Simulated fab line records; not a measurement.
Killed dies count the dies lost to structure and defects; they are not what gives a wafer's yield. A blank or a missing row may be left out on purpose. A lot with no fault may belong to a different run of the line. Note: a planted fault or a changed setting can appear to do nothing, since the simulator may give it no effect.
Lot-split experiment / flow berkeleyCmos170 / route with 331 steps; 5 lots, 23 wafers read

== THE SPLIT ITSELF ==
At UCB170_PFIELD_COAT_01 (resist thk 900 nm), the setting spinRpm was moved away from the recipe's 1500 rpm on 10 of the 23 wafers read, by -5.1% to +2.5%. The other wafers ran this setting at the recipe's value.

Reading taken at the split's own step.

== THE READING ==
KrF_of_PFIELD_COAT_01.thkNm (the simulator's own value, which no gauge read), in nm, at UCB170_PFIELD_COAT_01 (resist thk 900 nm). There is no usual value for it anywhere in the file. Across the 13 wafers here that went through the recipe, the average is 900.7 nm and the standard deviation 3 nm.

wafer=L074.1; tool, chamber at the split=lithoTrack-04, 0; spinRpm as run, rpm=1447; against the recipe=-3.5%; KrF_of_PFIELD_COAT_01.thkNm, nm=919.2; against lot-mates on the recipe=+15.5
wafer=L074.2; tool, chamber at the split=lithoTrack-04, 0; spinRpm as run, rpm=1500; against the recipe=recipe; KrF_of_PFIELD_COAT_01.thkNm, nm=904.4; against lot-mates on the recipe=-
wafer=L074.4; tool, chamber at the split=lithoTrack-04, 0; spinRpm as run, rpm=1500; against the recipe=recipe; KrF_of_PFIELD_COAT_01.thkNm, nm=902.6; against lot-mates on the recipe=-
wafer=L074.5; tool, chamber at the split=lithoTrack-04, 0; spinRpm as run, rpm=1500; against the recipe=recipe; KrF_of_PFIELD_COAT_01.thkNm, nm=904; against lot-mates on the recipe=-
wafer=L074.6; tool, chamber at the split=lithoTrack-04, 0; spinRpm as run, rpm=1447; against the recipe=-3.5%; KrF_of_PFIELD_COAT_01.thkNm, nm=918.8; against lot-mates on the recipe=+15.1
wafer=L076.1; tool, chamber at the split=lithoTrack-04, 0; spinRpm as run, rpm=1423; against the recipe=-5.1%; KrF_of_PFIELD_COAT_01.thkNm, nm=929.7; against lot-mates on the recipe=+26.8
wafer=L076.2; tool, chamber at the split=lithoTrack-04, 0; spinRpm as run, rpm=1423; against the recipe=-5.1%; KrF_of_PFIELD_COAT_01.thkNm, nm=926.4; against lot-mates on the recipe=+23.4
wafer=L076.3; tool, chamber at the split=lithoTrack-04, 0; spinRpm as run, rpm=1423; against the recipe=-5.1%; KrF_of_PFIELD_COAT_01.thkNm, nm=923.9; against lot-mates on the recipe=+20.9
wafer=L076.5; tool, chamber at the split=lithoTrack-04, 0; spinRpm as run, rpm=1500; against the recipe=recipe; KrF_of_PFIELD_COAT_01.thkNm, nm=901; against lot-mates on the recipe=-
wafer=L076.6; tool, chamber at the split=lithoTrack-04, 0; spinRpm as run, rpm=1500; against the recipe=recipe; KrF_of_PFIELD_COAT_01.thkNm, nm=904.9; against lot-mates on the recipe=-
wafer=L084.1; tool, chamber at the split=lithoTrack-04, 0; spinRpm as run, rpm=1458; against the recipe=-2.8%; KrF_of_PFIELD_COAT_01.thkNm, nm=915; against lot-mates on the recipe=+14.4
wafer=L084.2; tool, chamber at the split=lithoTrack-04, 0; spinRpm as run, rpm=1500; against the recipe=recipe; KrF_of_PFIELD_COAT_01.thkNm, nm=899.5; against lot-mates on the recipe=-
wafer=L084.3; tool, chamber at the split=lithoTrack-04, 0; spinRpm as run, rpm=1500; against the recipe=recipe; KrF_of_PFIELD_COAT_01.thkNm, nm=901.7; against lot-mates on the recipe=-
wafer=L084.4; tool, chamber at the split=lithoTrack-04, 0; spinRpm as run, rpm=1458; against the recipe=-2.8%; KrF_of_PFIELD_COAT_01.thkNm, nm=915.3; against lot-mates on the recipe=+14.7
wafer=L084.5; tool, chamber at the split=lithoTrack-04, 0; spinRpm as run, rpm=1458; against the recipe=-2.8%; KrF_of_PFIELD_COAT_01.thkNm, nm=912.9; against lot-mates on the recipe=+12.3
wafer=L085.1; tool, chamber at the split=lithoTrack-01, 0; spinRpm as run, rpm=1500; against the recipe=recipe; KrF_of_PFIELD_COAT_01.thkNm, nm=895.4; against lot-mates on the recipe=-
wafer=L085.2; tool, chamber at the split=lithoTrack-01, 0; spinRpm as run, rpm=1500; against the recipe=recipe; KrF_of_PFIELD_COAT_01.thkNm, nm=896.2; against lot-mates on the recipe=-
wafer=L085.4; tool, chamber at the split=lithoTrack-01, 0; spinRpm as run, rpm=1500; against the recipe=recipe; KrF_of_PFIELD_COAT_01.thkNm, nm=896; against lot-mates on the recipe=-
wafer=L083.1; tool, chamber at the split=lithoTrack-02, 0; spinRpm as run, rpm=1538; against the recipe=+2.5%; KrF_of_PFIELD_COAT_01.thkNm, nm=891.4; against lot-mates on the recipe=-9.9
wafer=L083.2; tool, chamber at the split=lithoTrack-02, 0; spinRpm as run, rpm=1500; against the recipe=recipe; KrF_of_PFIELD_COAT_01.thkNm, nm=900.5; against lot-mates on the recipe=-
wafer=L083.3; tool, chamber at the split=lithoTrack-02, 0; spinRpm as run, rpm=1538; against the recipe=+2.5%; KrF_of_PFIELD_COAT_01.thkNm, nm=890.4; against lot-mates on the recipe=-10.9
wafer=L083.5; tool, chamber at the split=lithoTrack-02, 0; spinRpm as run, rpm=1500; against the recipe=recipe; KrF_of_PFIELD_COAT_01.thkNm, nm=902; against lot-mates on the recipe=-
wafer=L083.6; tool, chamber at the split=lithoTrack-02, 0; spinRpm as run, rpm=1500; against the recipe=recipe; KrF_of_PFIELD_COAT_01.thkNm, nm=901.3; against lot-mates on the recipe=-

FIT RESULTS
A straight line over all 23 wafers: KrF_of_PFIELD_COAT_01.thkNm changes by -4.85 nm for each +1% of spinRpm; r = -0.97; the points scatter about the line by 2.7 nm.
The same after taking each lot's own level away (the mean of its wafers on the recipe; 23 wafers): -4.53 nm for each +1%; r = -0.99; scatter 1.4 nm.
That fit puts the effect of the largest move of spinRpm on the reading at 23 nm.
From 895.87 to 903.67 nm: that is the span of the lots' own levels, equal to 2.6 times the standard deviation above.
So the lot-to-lot level changes the slope little: the two slopes agree.
Check: for one of the wafers moved furthest among these (-5.1%), held out of the fit, the line's prediction against its lot-mates is +22.7 nm. Against them it came out at +26.8 nm.

== THESE WAFERS: OTHER SPLITS ==
These wafers also went through other splits before the reading. Each is held against what the fit with the lots' levels taken away leaves over:
other split on the same wafers=UCB170_START_OXIDATION_02 tempC; wafers away from the commonest value=10; r with KrF_of_PFIELD_COAT_01.thkNm (lot level and that fit taken away)=+0.18
other split on the same wafers=UCB170_NWELL_IMPLANT_14 energyKev; wafers away from the commonest value=8; r with KrF_of_PFIELD_COAT_01.thkNm (lot level and that fit taken away)=+0.29
other split on the same wafers=UCB170_PWELL_OXIDATION_02 oxTimeS; wafers away from the commonest value=5; r with KrF_of_PFIELD_COAT_01.thkNm (lot level and that fit taken away)=+0.20
other split on the same wafers=UCB170_WELLDRIVE_OXIDATION_01 tempC; wafers away from the commonest value=10; r with KrF_of_PFIELD_COAT_01.thkNm (lot level and that fit taken away)=+0.10
other split on the same wafers=UCB170_ACTIVE_PEB_11 pebTempC; wafers away from the commonest value=9; r with KrF_of_PFIELD_COAT_01.thkNm (lot level and that fit taken away)=-0.05

== THE WHOLE CHAIN: every reading that the file lists as answering this split, in the file's order ==
step=UCB170_PFIELD_COAT_01; what it does=resist thk 900 nm; reading=KrF_of_PFIELD_COAT_01.thkNm (the simulator's own value, which no gauge read); change (the file's fit)=-4.54 nm for each +1% of the setting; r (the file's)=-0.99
step=UCB170_PFIELD_STRIP_08; what it does=strips in O2; reading=stripTimeToEndpointS; change (the file's fit)=withheld for each +1% of the setting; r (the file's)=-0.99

== FILE'S OWN FIT ==
KrF_of_PFIELD_COAT_01.thkNm changes by -4.54 nm for each +1% of spinRpm, r = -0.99.
